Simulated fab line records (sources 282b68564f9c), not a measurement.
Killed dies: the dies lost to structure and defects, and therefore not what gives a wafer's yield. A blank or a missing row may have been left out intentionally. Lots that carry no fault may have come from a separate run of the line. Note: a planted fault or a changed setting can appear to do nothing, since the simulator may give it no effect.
A struck lot beside a sound one | flow rit cmos | 43 steps out of a route of 202
Sound: wafers L307.1, L307.4, L307.6. Wafers L321.1, L321.2, L321.3 were the ones struck. The cause is named last.
Per side, at each step with rows, come the tool, then ch with its chambers, and then its first start. Under that, the readings that differ: sound wafers | struck wafers | difference of the means | sigmas: that difference in standard deviations of wafers without a fault.
alike: readings with means less than 2 such deviations apart, plus words and numbers identical on both sides. not compared: withheld readings, readings lacking a value on some wafer, bounds such as >300 that could conceal the same value, and numbers that have no deviation in the record and whose values overlap.
Wherever a step has rows on one side only, a row that says differs or no value, or a row with sigmas, the two part there. Numbers that don't overlap but have no deviation are shown without sigmas and don't part them. Lack of a reading on every wafer of one side parts them only where that side has two or more wafers.

first, 1 step without rows for these wafers: RIT_PRETRO_IMPLANT_08.
RIT_PRETRO_STRIP_09: strips in O2, time 180 s.
  sound on plasma asher-02 ch 1, day 3 04:04; struck on plasma asher-02 ch 0,1, day 6 02:14
  alike: drypump motor current A
  not compared: rf hours counter h
RIT_PRETRO_TW_MEAS_10:
  sound on film metro-04 at day 3 04:14; struck on film metro-04 at day 6 02:24
  alike: PRETRO_TW
then, 5 steps without rows for these wafers: RIT_GATE_WET_ETCH_00 (etches SiO2 in BOE, target depth 56 nm, time 60 s); RIT_GATE_CLEAN_01 (cleans in SC1, time 600 s); RIT_GATE_CLEAN_02 (cleans in dHF, time 30 s); RIT_GATE_CLEAN_03 (cleans in SC2, time 600 s); RIT_GATE_CLEAN_04 (cleans in dHF, time 60 s).
RIT_FOX2_THK_MEAS_91:
  sound on film metro-02 at day 3 04:43; struck on film metro-02 at day 6 02:53
  alike: FIELD_OXIDE_LEFT_2_THK
then, 2 steps without rows for these wafers: RIT_GATE_OXIDATION_05 (target thk 3 nm, ox time 270 s); RIT_GATE_ANNEAL_06 (time 600 s).
RIT_GATE_THK_MEAS_07:
  sound on film metro-02 at day 3 09:23; struck on film metro-01 at day 6 04:47
  reading             | sound          | struck         | difference | sigmas
  GATE_OXIDE_THK (nm) | 3.02 3.06 3.10 | 2.86 2.87 2.89 | -0.19      | -3
RIT_GATE_CVD_08: deposits poly-Si from SiH4, target thk 250 nm, time 2220 s.
  sound on lpcvd-01 ch 1, day 3 09:27; struck on lpcvd-02 ch 0, day 6 04:50
  reading                                  | sound             | struck            | difference | sigmas
  pressure mtorr (mTorr)                   | 300.1 299.3 299.3 | 359.4 360.0 359.2 | +60.0      | +99 or more
  model.poly-Si_of_GATE_CVD_08.thk nm (nm) | 244.9 245.5 245.4 | 270.3 269.8 272.9 | +25.7      |
RIT_GATE_THK_MEAS_09:
  sound on film metro-02 at day 3 11:04; struck on film metro-01 at day 6 06:41
  reading            | sound             | struck            | difference | sigmas
  GATE_POLY_THK (nm) | 244.9 245.5 245.5 | 270.1 269.8 272.9 | +25.6      | +13
  not compared: hold
then, 5 steps without rows for these wafers: RIT_GATE_COAT_11 (resist thk 850 nm); RIT_GATE_SOFTBAKE_12 (time 60 s); RIT_GATE_EXPOSE_13 (exposes mask M6, target cd 150 nm); RIT_GATE_PEB_14; RIT_GATE_DEVELOP_15 (develop time 50 s).
RIT_GATE_CD_MEAS_16: the cd target is 150 nm.
  sound on cd sem-02 at day 3 12:06; struck on cd sem-02 at day 6 13:18
  alike: cd nm
RIT_GATE_OVL_MEAS_17:
  sound on overlay-01 at day 3 12:13; struck on overlay-01 at day 6 13:25
  alike: GATE_OVL
then, 1 step without rows for these wafers: RIT_GATE_HARDBAKE_18 (time 60 s).
RIT_GATE_ETCH_19: etches poly-Si in SF6/CHF3/O2, stops on SiO2, time 165 s, target depth 312.5 nm.
  sound on rie si-01 ch 1,2, day 3 12:24; struck on rie si-01 ch 0,2,3, day 6 13:36
  reading                          | sound             | struck            | difference | sigmas
  oes product au (a.u.)            | 0.850 0.841 0.854 | 0.872 0.918 0.919 | +0.055     | +5
  model.etch.depth nm (nm)         | 244.9 245.5 245.4 | 270.3 269.8 272.9 | +25.7      |
  model.GATE.feature depth nm (nm) | 244.9 245.5 245.4 | 270.3 269.8 272.9 | +25.7      |
  alike: drypump motor current A, throttle valve pct
  not compared: rf hours counter h
RIT_GATE_STRIP_20: strips in O2, time 180 s.
  sound on plasma asher-04 ch 0, day 3 12:31; struck on plasma asher-04 ch 0,1, day 6 13:43
  alike: drypump motor current A
  not compared: rf hours counter h
RIT_GATE_CD_MEAS_90: the cd target is 150 nm.
  sound on cd sem-01 at day 3 12:41; struck on cd sem-01 at day 6 13:53
  alike: cd nm
then, 4 steps without rows for these wafers: RIT_REOX_CLEAN_00 (cleans in SC1, time 600 s); RIT_REOX_CLEAN_01 (cleans in dHF, time 30 s); RIT_REOX_CLEAN_02 (cleans in SC2, time 600 s); RIT_REOX_OXIDATION_03 (target thk 25.2 nm, ox time 5580 s).
RIT_REOX_THK_MEAS_04:
  sound on film metro-02 at day 3 18:59; struck on film metro-04 at day 6 17:39
  alike: REOX_OXIDE_THK
then, 6 steps without rows for these wafers: RIT_NLDD_HMDS_00 (prime time 60 s); RIT_NLDD_COAT_01 (resist thk 1000 nm); RIT_NLDD_SOFTBAKE_02 (time 60 s); RIT_NLDD_EXPOSE_03 (exposes mask M7, target cd 40700 nm); RIT_NLDD_PEB_04; RIT_NLDD_DEVELOP_05 (develop time 50 s).
RIT_NLDD_OVL_MEAS_06:
  sound on overlay-01 at day 3 19:54; struck on overlay-01 at day 6 18:58
  reading       | sound          | struck      | difference | sigmas
  NLDD_OVL (nm) | -2.0 -1.8 -3.4 | 1.7 0.6 1.2 | +3.6       | +3
then, 2 steps without rows for these wafers: RIT_NLDD_HARDBAKE_07 (time 60 s); RIT_NLDD_IMPLANT_08.
RIT_NLDD_STRIP_09: strips in O2, time 180 s.
  sound on plasma asher-02 ch 0,1, day 3 20:14; struck on plasma asher-04 ch 0,1, day 6 19:26
  alike: drypump motor current A
  not compared: rf hours counter h
RIT_NLDD_TW_MEAS_10:
  sound on film metro-02 at day 3 20:25; struck on film metro-01 at day 6 19:36
  alike: NLDD_TW
RIT_SDANNEAL_CLEAN_02: cleans in SC2, time 600 s.
  sound on wet bench-03 ch 0, day 4 04:02; struck on wet bench-03 ch 1, day 7 06:48
  reading                                  | sound             | struck            | difference | sigmas
  model.poly-Si_of_GATE_CVD_08.thk nm (nm) | 157.4 159.6 158.8 | 183.9 182.4 184.6 | +25.0      |
RIT_M1_PROBE_99:
  sound on prober-01 at day 4 12:20; struck on prober-01 at day 7 14:20
  alike: killed_at_M0_to_M3, killed at contacts, killed at front end, killed dies, killed on rim, killed open, killed short

## WHERE THEY PART
First at RIT_GATE_THK_MEAS_07; last, within this record, at RIT_NLDD_OVL_MEAS_06. Later steps at which nothing parts them and some readings are alike: RIT_NLDD_STRIP_09, RIT_NLDD_TW_MEAS_10, RIT_M1_PROBE_99.

WHY: the cause the simulator had injected
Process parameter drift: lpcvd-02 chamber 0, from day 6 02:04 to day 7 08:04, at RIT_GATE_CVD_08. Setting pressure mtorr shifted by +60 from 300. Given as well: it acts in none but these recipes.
